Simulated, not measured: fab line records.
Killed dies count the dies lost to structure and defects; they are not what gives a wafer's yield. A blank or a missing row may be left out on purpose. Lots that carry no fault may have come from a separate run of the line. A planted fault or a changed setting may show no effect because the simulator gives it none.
One fault seen from 2 desks | flow berkeley cmos170 | only its own numbers are on each desk; what lay behind them is given at the end

== METROLOGY DESK ==
Lot by lot, what the gauges showed, no matter which tool ran the lot: averages of those sampled wafers that carry a number. Marked OUT: a lot whose mean sits more than 4 standard deviations from the usual mean, which makes it out of limits; the brackets give that distance.
Columns: A = ACTIVE_OXIDE_THK at UCB170_ACTIVE_THK_MEAS_03, usual 26.2 nm; B = GATE_OXIDE_THK at UCB170_GATE_THK_MEAS_02, usual 6.58 nm
lot  | first seen here | A    | B
L598 | day 5 07:42     | 25.8 | 6.42
L599 | day 5 17:59     | 26.3 | 6.47
L600 | day 5 17:59     | 25.7 | 6.34
L602 | day 6 16:13     | 26.2 | 6.70
L608 | day 7 02:35     | 26.1 | 6.68
L609 | day 7 02:36     | 26.8 | 6.65
L607 | day 7 02:38     | 26.3 | 6.51
L611 | day 7 17:01     | 26.5 | 6.58
L612 | day 7 17:05     | 26.3 | 6.42
L613 | day 7 17:05     | 26.5 | 6.65
L616 | day 8 05:36     | 26.1 | 6.72
L615 | day 8 05:37     | 26.3 | 6.83
L619 | day 9 01:38     | 26.4 | 6.64
L620 | day 9 11:35     | 26.4 | 6.64
This desk's verdict: no lot among the 14 shows anything out of limits.

== FOR THE TOOL OWNER'S DESK: rie diel-04 ==
The tool's own readings at UCB170_V2_ETCH_14 (etches SiO2 in CHF3/CF4/Ar, stops on Al, target depth 1250 nm, time 300.3 s): means of the sampled wafers that have a number, for each lot that ran on this tool. Marked OUT: a lot whose mean sits more than 4 standard deviations from the usual mean, which makes it out of limits; the brackets give that distance.
Columns: A = cf4 flow sccm at UCB170_V2_ETCH_14, usual 15.00 sccm; B = drypump motor current A at UCB170_V2_ETCH_14, usual 5.6 A; C = oes product au at UCB170_V2_ETCH_14, usual 0.869 a.u.; D = throttle valve pct at UCB170_V2_ETCH_14, usual 6.96 %
lot  | first seen here | A     | B   | C                | D
L598 | day 9 13:30     | 15.02 | 5.1 | 0.876            | 7.01
L599 | day 9 20:25     | 15.02 | 5.2 | 0.882            | 6.99
L602 | day 11 17:59    | 15.03 | 5.5 | 0.876            | 6.99
L607 | day 12 05:07    | 15.03 | 5.5 | 0.872            | 7.02
L608 | day 12 08:07    | 15.01 | 5.6 | 0.873            | 6.97
L615 | day 13 00:38    | 15.05 | 5.1 | 0.839            | 7.01
L616 | day 13 01:49    | 14.96 | 5.1 | 0.810 (-4.9) OUT | 7.03
This desk's verdict: out of limits on L616, starting with L616 at day 13 01:49 (oes product au at UCB170_V2_ETCH_14). L598, L599, L602, L607, L608, L615 stayed within limits.

== TAKEN TOGETHER ==
On L616, at day 13 01:49, an alarm was possible from the tool owner's desk.
Metrology desk: nothing out of limits seen.
The metrology desk holds a record of L616, inside its limits.
All the named lots went through UCB170_V2_ETCH_14 on rie diel-04.

== WHAT HAD BEEN PUT IN BY THE SIMULATOR ==
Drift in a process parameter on rie diel-04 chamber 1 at UCB170_V2_ETCH_14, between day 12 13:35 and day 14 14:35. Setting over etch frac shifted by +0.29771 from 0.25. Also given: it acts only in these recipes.
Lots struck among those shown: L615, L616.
Hours from the fault's start to each desk's first reading out of limits: the tool owner's desk, 12.
